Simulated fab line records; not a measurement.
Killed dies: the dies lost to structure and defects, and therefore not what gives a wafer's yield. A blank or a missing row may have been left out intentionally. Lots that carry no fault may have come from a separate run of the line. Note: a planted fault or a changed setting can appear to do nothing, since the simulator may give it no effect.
A lot that was struck, set against a sound lot / flow ritCmos / 18 out of 202 route steps
Sound: the wafers L867.1, L867.2, L867.6. The struck wafers were L876.1, L876.2, L876.6. At the end, the cause is stated.
For every step that has rows: the tool of each side, followed by ch and its chambers, followed by its first start. Under that, the readings that differ: sound wafers / struck wafers / difference of the means / sigmas: that difference in standard deviations of wafers without a fault.
alike: words and numbers the same on both sides, and readings whose means are apart by under 2 such deviations; not compared: readings that were withheld, readings missing a value for some wafer, numbers with overlapping values and no deviation given by the record, and bounds like >300 which may hide the same value.
A row with sigmas, a row that says differs or no value, or rows on one side alone: a step with any of these is where the two part. When numbers do not overlap yet have no deviation, they are printed without sigmas and do not part them. A reading that every wafer of one side lacks parts them only if that side has two wafers or more.

RIT_M1_SPUTTER_00: material Al, target thk 400 nm, time 500 s.
  sound on pvdSputter-03, day 3 05:04; struck on pvdSputter-03, day 5 03:03
  alike: chamberPressurePa, throttleValvePct
RIT_M1_RS_MEAS_01: measures by four-point-probe.
  sound on filmMetro-03, day 3 05:22; struck on filmMetro-03, day 5 03:20
  alike: M1_AL_RS
RIT_M1_THK_MEAS_02: measures by xrf.
  sound on filmMetro-03, day 3 05:29; struck on filmMetro-03, day 5 03:28
  alike: M1_AL_THK
then, 6 steps without rows for these wafers: RIT_M1_HMDS_03 (prime time 60 s); RIT_M1_COAT_04 (resist thk 1300 nm); RIT_M1_SOFTBAKE_05 (time 60 s); RIT_M1_EXPOSE_06 (exposes mask M12, target cd 2600 nm); RIT_M1_PEB_07; RIT_M1_DEVELOP_08 (develop time 68 s).
RIT_M1_CD_MEAS_09 targets a cd of 2600 nm.
  sound on cdSem-01, day 3 06:25; struck on cdSem-01, day 5 04:32
reading=cdNm (nm); sound=2599.3 2596.8 2596.7; struck=2601.6 2602.1 2603.1; difference=+4.7; sigmas=+2
RIT_M1_OVL_MEAS_10:
  sound on overlay-02, day 3 06:32; struck on overlay-02, day 5 04:40
  alike: M1_OVL
then, 1 step without rows for these wafers: RIT_M1_HARDBAKE_11 (time 120 s).
RIT_M1_METAL_ETCH_12: etches Al in Cl2/BCl3, stops on SiO2, time 165 s, target depth 600 nm.
  sound on rieMetal-03 ch 0,1, day 3 06:50; struck on rieMetal-03 ch 0,1, day 5 04:57
reading=model.NOVOLAK_of_M1_COAT_04.thkNm (nm); sound=811.1 812.4 815.8; struck=682.6 694.7 697.5; difference=-121.5; sigmas=
reading=model.SiO2_of_CONTACT_CVD_00.thkNm (nm); sound=359.8 361.3 366.1; struck=343.2 345.2 355.8; difference=-14.3; sigmas=
reading=model.M1.featureDepthNm (nm); sound=436.6 433.5 434.3; struck=446.6 442.5 439.4; difference=+8.0; sigmas=
  alike: drypumpMotorCurrentA, oesProductAu, throttleValvePct
  not compared: rfHoursCounterH
then, 1 step without rows for these wafers: RIT_M1_STRIP_13 (strips in nmp, time 600 s).
RIT_M1_STRIP_14: strips in O2, time 180 s.
  sound on plasmaAsher-04 ch 0,1, day 3 07:10; struck on plasmaAsher-04 ch 0,1, day 5 05:17
  alike: drypumpMotorCurrentA, rfReflPowerW
  not compared: rfHoursCounterH
RIT_M1_CD_MEAS_90 targets a cd of 2600 nm.
  sound on cdSem-02, day 3 07:20; struck on cdSem-01, day 5 05:28
  alike: cdNm
then, 1 step without rows for these wafers: RIT_M1_ANNEAL_15 (time 1800 s).
RIT_M1_PROBE_99:
  sound on prober-01, day 3 10:37; struck on prober-02, day 5 08:08
reading=model.etest.antennaM1.vtShiftV (V); sound=-0.01101 -0.01066 -0.007504; struck=-0.02661 -0.02206 -0.02455; difference=-0.01468; sigmas=
  alike: defectLimitedYield, killedAtFrontEnd, killedDies, killedOpen, killedShort, sort_bin_3_pad_short, sort_bin_5_function, sort_bin_6_memory, sortNPass, sortYieldPct

## WHERE THEY PART
Only at RIT_M1_CD_MEAS_09, within this record. Later steps at which nothing parts them and some readings are alike: RIT_M1_OVL_MEAS_10, RIT_M1_METAL_ETCH_12, RIT_M1_STRIP_14, RIT_M1_CD_MEAS_90, RIT_M1_PROBE_99.

WHY: the cause the simulator had injected
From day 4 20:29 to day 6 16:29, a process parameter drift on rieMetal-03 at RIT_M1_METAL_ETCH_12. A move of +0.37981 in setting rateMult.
